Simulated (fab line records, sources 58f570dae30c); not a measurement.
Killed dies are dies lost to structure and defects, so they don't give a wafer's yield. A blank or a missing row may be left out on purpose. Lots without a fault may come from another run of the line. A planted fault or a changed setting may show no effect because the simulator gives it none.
fab line records | flow berkeley_cmos170
record lots=7 wafers=21 last_day=13
route steps=331 shown M2@291 V2@292
lots that met no fault: from a run of the same line without faults
start_h: hours from the record's first day to the start of the lot's first wafer shown | wait_h: hours since the lot's step before | " the same as in the row above | L1.1+2: a row that stands for several wafers | - no value, or no start given | * or withheld: withheld | < > ~ a bound
route shown NAME@n: a module of which the file shows steps, and the number in the route of the first | usual: mean/standard deviation of fault-free wafers | same: alike in all rows | chamber/n: place in a boat | sites: the reading at each site | _std_site: their standard deviation | _edge_site: outer sites' mean less inner sites' | radius_mm: how far each site lies from the wafer's centre | mask NAME#n: copy n | behind: the tool/chamber that last shaped the wafer | hold: why the lot was held/for how many hours/how that ended | device: the transistor (n, p or np) that didn't switch | end of line: the same wafers' tests at the end of the route | a step without rows: its recipe alone | killed: dies lost to structure and defects at the first sort, not the wafer's yield | map: a wafer's dies, x killed, . not, _ none there
set.NAME: the setting as run; set.NAME@STEP: as run at that earlier step | model.NAME: the simulator's own value behind a step, which no gauge read
lots at some steps of the route; a table a step, a row a wafer
services: from which hour (start_h, from the record's first day; less than 0 if before it) a tool's chamber was out of use, for how many hours, and why
## steps
# step UCB170_M2_CD_MEAS_90
# recipe target_cd_nm=700
# usual cd_nm=700.7/3
# columns lot.wafer tool chamber start_h wait_h cd_nm
L998.3 cd_sem-02 - 223.61 0.1 702.8
L998.5 " - " " 702.4
L998.6 " - " " 702.7
L100.2 cd_sem-01 - 224.76 0.1 699.8
L100.5 " - " " 696.0
L100.6 " - " " 696.6
L101.2 cd_sem-01 - 227.63 0.1 701.6
L101.3 " - " " 702.6
L101.5 " - " " 701.1
L110.1 cd_sem-02 - 270.84 0.1 701.0
L110.2 " - " " 693.9
L110.4 " - " " 696.6
L108.3 cd_sem-02 - 271.25 0.1 697.5
L108.4 " - " " 706.6
L108.6 " - " " 705.8
L106.1 cd_sem-02 - 271.39 0.1 702.0
L106.4 " - " " 697.7
L106.5 " - " " 703.4
L111.2 cd_sem-02 - 296.34 0.1 704.8
L111.3 " - " " 703.0
L111.5 " - " " 701.7
# step UCB170_V2_CVD_00
# recipe material=SiO2 target_thk_nm=2000 temp_c=390 precursor=TEOS/O2 time_s=250 rf_w=550 pressure_mtorr=9000
# usual heater_power_w=264/47
# columns lot.wafer tool chamber start_h wait_h heater_power_w
L998.3 pecvd-02 1 223.69 0.1 236
L998.5 " 0 " " 276
L998.6 " 1 " " 298
L100.2 pecvd-03 1 224.86 0.1 248
L100.5 " 0 " " 319
L100.6 " 1 " " 183
L101.2 pecvd-02 0 227.73 0.1 229
L101.3 " 2 " " 341
L101.5 " 2 " " 262
L110.1 pecvd-01 2 270.96 0.1 234
L110.2 " 0 " " 307
L110.4 " 1 " " 189
L108.3 pecvd-03 2 271.33 0.1 304
L108.4 " 0 " " 226
L108.6 " 2 " " 245
L106.1 pecvd-01 2 271.51 0.1 242
L106.4 " 1 " " 188
L106.5 " 2 " " 308
L111.2 pecvd-01 0 296.44 0.1 313
L111.3 " 1 " " 209
L111.5 " 1 " " 264
# step UCB170_V2_THK_MEAS_01
# recipe reads=SiO2_of_V2_CVD_00
# usual V2_TEOS_THK=1997/24
# columns lot.wafer tool chamber start_h wait_h V2_TEOS_THK[nm]
L998.3 film_metro-04 - 223.87 0.1 1979
L998.5 " - " " 2034
L998.6 " - " " 2002
L100.2 film_metro-03 - 225.03 0.1 1984
L100.5 " - " " 2036
L100.6 " - " " 2036
L101.2 film_metro-03 - 227.89 0.1 1986
L101.3 " - " " 1991
L101.5 " - " " 2000
L110.1 film_metro-04 - 271.12 0.1 1973
L110.2 " - " " 1963
L110.4 " - " " 2021
L108.3 film_metro-04 - 271.50 0.1 1974
L108.4 " - " " 2008
L108.6 " - " " 2014
L106.1 film_metro-04 - 271.72 0.1 1991
L106.4 " - " " 2004
L106.5 " - " " 2021
L111.2 film_metro-03 - 296.61 0.1 1949
L111.3 " - " " 1969
L111.5 " - " " 2007
# step UCB170_V2_CMP_02
# recipe material=SiO2 down_force_psi=6 platen_rpm=60 pad_velocity_m_s=0.75398
# usual motor_current_A=16.5/1.4 platen_rpm=60.00/0.038 retaining_ring_pressure_frac=1.001/0.0053
# columns lot.wafer tool chamber start_h wait_h motor_current_A platen_rpm retaining_ring_pressure_frac
L998.3 cmp-01 1 223.96 0.1 16.3 59.96 0.998
L998.5 " 0 " " 16.6 60.05 1.005
L998.6 " 1 " " 16.7 59.94 0.997
L100.2 cmp-02 3 225.08 0.0 15.6 60.01 0.992
L100.5 " 3 " " 16.6 60.05 0.998
L100.6 " 0 " " 16.8 60.03 0.999
L101.3 cmp-01 2 227.94 0.0 18.6 60.07 0.995
L101.2 " 1 " " 16.1 59.99 1.000
L101.5 " 2 " " 18.3 60.03 0.989
L110.1 cmp-02 0 272.74 1.6 17.2 60.00 1.002
L110.4 " 1 " " 19.0 60.04 0.992
L110.2 " 2 " " 14.2 60.02 1.010
L108.4 cmp-02 2 272.99 1.5 14.6 59.94 1.007
L108.3 " 1 " " 17.0 60.01 0.998
L108.6 " 3 " " 15.9 59.95 1.002
L106.1 cmp-02 2 273.64 1.9 14.4 59.95 1.002
L106.4 " 3 " " 15.9 59.97 1.000
L106.5 " 2 " " 15.0 59.96 1.003
L111.3 cmp-01 3 296.66 0.0 14.7 59.96 1.006
L111.2 " 2 " " 18.9 59.97 1.006
L111.5 " 0 " " 16.5 60.08 1.004
# step UCB170_V2_BOW_MEAS_03
# recipe mode=bow
# usual V2_BOW=37/7.1
# columns lot.wafer tool chamber start_h wait_h V2_BOW[um]
L998.3 film_metro-03 - 224.25 0.2 39
L998.5 " - " " 43
L998.6 " - " " 32
L100.2 film_metro-04 - 225.40 0.3 43
L100.5 " - " " 42
L100.6 " - " " 41
L101.2 film_metro-04 - 228.26 0.1 55
L101.3 " - " " 43
L101.5 " - " " 32
L110.1 film_metro-04 - 272.99 0.2 28
L110.2 " - " " 51
L110.4 " - " " 42
L108.3 film_metro-02 - 273.33 0.1 33
L108.4 " - " " 53
L108.6 " - " " 28
L106.1 film_metro-03 - 273.89 0.2 21
L106.4 " - " " 41
L106.5 " - " " 45
L111.2 film_metro-03 - 296.98 0.1 34
L111.3 " - " " 39
L111.5 " - " " 36
# step UCB170_V2_THK_MEAS_04
# recipe reads=SiO2_of_V2_CVD_00
# usual V2_POLISHED_THK=999.7/1.2
# columns lot.wafer tool chamber start_h wait_h V2_POLISHED_THK[nm]
L998.3 film_metro-03 - 224.35 0.1 999.0
L998.5 " - " " 998.2
L998.6 " - " " 999.6
L100.2 film_metro-04 - 225.51 0.1 999.0
L100.5 " - " " 998.6
L100.6 " - " " 1000.8
L101.2 film_metro-04 - 228.37 0.1 999.7
L101.3 " - " " 997.3
L101.5 " - " " 999.9
L110.1 film_metro-04 - 273.11 0.1 999.3
L110.2 " - " " 1001.5
L110.4 " - " " 999.8
L108.3 film_metro-02 - 273.43 0.1 999.0
L108.4 " - " " 1000.8
L108.6 " - " " 998.0
L106.1 film_metro-03 - 274.01 0.1 1000.7
L106.4 " - " " 998.5
L106.5 " - " " 1000.5
L111.2 film_metro-03 - 297.09 0.1 999.0
L111.3 " - " " 1000.4
L111.5 " - " " 999.4
# step UCB170_V2_CLEAN_05
# recipe chemistry=DIW
# step UCB170_V2_HMDS_06
# recipe prime_time_s=60 prime_temp_c=100
# step UCB170_V2_COAT_07
# recipe resist=KrF spin_rpm=1500 resist_thk_nm=900
# step UCB170_V2_SOFTBAKE_08
# recipe resist=KrF temp_c=130 time_s=60
# step UCB170_V2_EXPOSE_09
# recipe mask_id=VIA2 target_cd_nm=700 na=0.5 sigma_outer=0.6 source_shape=conventional dose_mj=37
# step UCB170_V2_PEB_10
# recipe peb_temp_c=130 peb_time_s=withheld resist=KrF
# step UCB170_V2_DEVELOP_11
# recipe developer=TMAH develop_time_s=45 resist=KrF dev_temp_c=21
# usual chill_plate_temp_C=23.00/0.12 develop_time_s=45/0 developer_temp_C=21.00/0.098
# columns lot.wafer tool chamber start_h wait_h chill_plate_temp_C develop_time_s developer_temp_C model.KrF_of_V2_COAT_07.thk_nm
L998.3 litho_track-03 - 225 - - - - 904.3
L998.5 " - " " - - - 903.5
L998.6 " - " " - - - 902.9
L100.2 litho_track-04 - 226 - - - - 895.1
L100.5 " - " " - - - 898.9
L100.6 " - " " - - - 899.1
L101.2 litho_track-04 - 229 - - - - 899.7
L101.3 " - " " - - - 897.9
L101.5 " - " " - - - 899.8
L110.1 litho_track-04 0 276 - 23.07 45 21.15 886.5
L110.2 " 0 " " 22.99 45 21.02 888.7
L110.4 " 0 " " 23.11 45 21.08 888.3
L108.3 litho_track-04 0 276 - 22.96 45 20.98 885.8
L108.4 " 0 " " 23.04 45 21.03 886.2
L108.6 " 0 " " 22.91 45 21.03 885.2
L106.1 litho_track-04 0 276 - 23.01 45 20.96 887.9
L106.4 " 0 " " 22.98 45 21.00 888.6
L106.5 " 0 " " 23.11 45 20.84 888
L111.2 litho_track-04 0 298 - 23.04 45 20.98 886.2
L111.3 " 0 " " 22.93 45 21.11 888.6
L111.5 " 0 " " 23.18 45 20.86 886.7
# step UCB170_V2_CD_MEAS_12
# recipe target_cd_nm=700
# usual cd_nm=699.9/1.3
# columns lot.wafer tool chamber start_h wait_h cd_nm
L998.3 cd_sem-01 - 225.57 - -
L998.5 " - " " -
L998.6 " - " " -
L100.2 cd_sem-02 - 226.78 - -
L100.5 " - " " -
L100.6 " - " " -
L101.2 cd_sem-02 - 229.58 - -
L101.3 " - " " -
L101.5 " - " " -
L110.1 cd_sem-02 - 276.37 - 697.6
L110.2 " - " " 698.0
L110.4 " - " " 698.3
L108.3 cd_sem-01 - 276.65 - 702.0
L108.4 " - " " 702.2
L108.6 " - " " 699.8
L106.1 cd_sem-01 - 277.01 - 700.7
L106.4 " - " " 701.6
L106.5 " - " " 700.7
L111.2 cd_sem-01 - 298.50 - 700.6
L111.3 " - " " 700.2
L111.5 " - " " 700.8
## services
# columns tool chamber start_h hours kind
pecvd-01 - 215.62 14.6 pm
cmp-02 - 232.00 4.0 pm
cmp-02 - 236.00 - consumable_replace:conditioner
cmp-02 - 236.00 - consumable_replace:pad
pecvd-02 - 242.50 14.0 pm
pecvd-02 0 242.50 14.0 vent_cycle
pecvd-02 1 242.50 14.0 vent_cycle
pecvd-02 2 242.50 14.0 vent_cycle
cmp-01 - 254.64 37.9 repair
cmp-01 - 254.92 0.9 repair
pecvd-02 0 256.50 - clean
pecvd-02 1 256.50 - clean
pecvd-02 2 256.50 - clean
cmp-01 - 269.95 6.2 repair
pecvd-02 1 273.73 16.1 repair
pecvd-03 1 275.52 2.1 repair
## key
first_sign step=UCB170_V2_DEVELOP_11 reading=tool_record direction=missing
effect none on later readings
model_effect step=UCB170_V2_DEVELOP_11 value=KrF_of_V2_COAT_07.thk_nm without=885.9 struck=900.1
met_at UCB170_V2_DEVELOP_11
struck_wafers L998.3,L998.5,L998.6,L100.2,L100.5,L100.6,L101.2,L101.3,L101.5
later_rows_left_out L998.3,L998.5,L998.6,L100.2,L100.5,L100.6,L101.2,L101.3,L101.5
sort_left_out L998.3,L998.5,L998.6,L100.2,L100.5,L100.6,L101.2,L101.3,L101.5
fault kind=skipped_step_whole tool=litho_track-03,litho_track-04 chamber=- onset_h=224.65 steps=UCB170_V2_DEVELOP_11 scope=struck_lots_only
# sort_left_out: the simulated sort isn't trusted on such a fault, so these wafers' sort isn't shown, and their yield isn't known
# later_rows_left_out: the simulator's readings of these wafers behind a module that went badly wrong aren't trusted and aren't shown, but for the sort
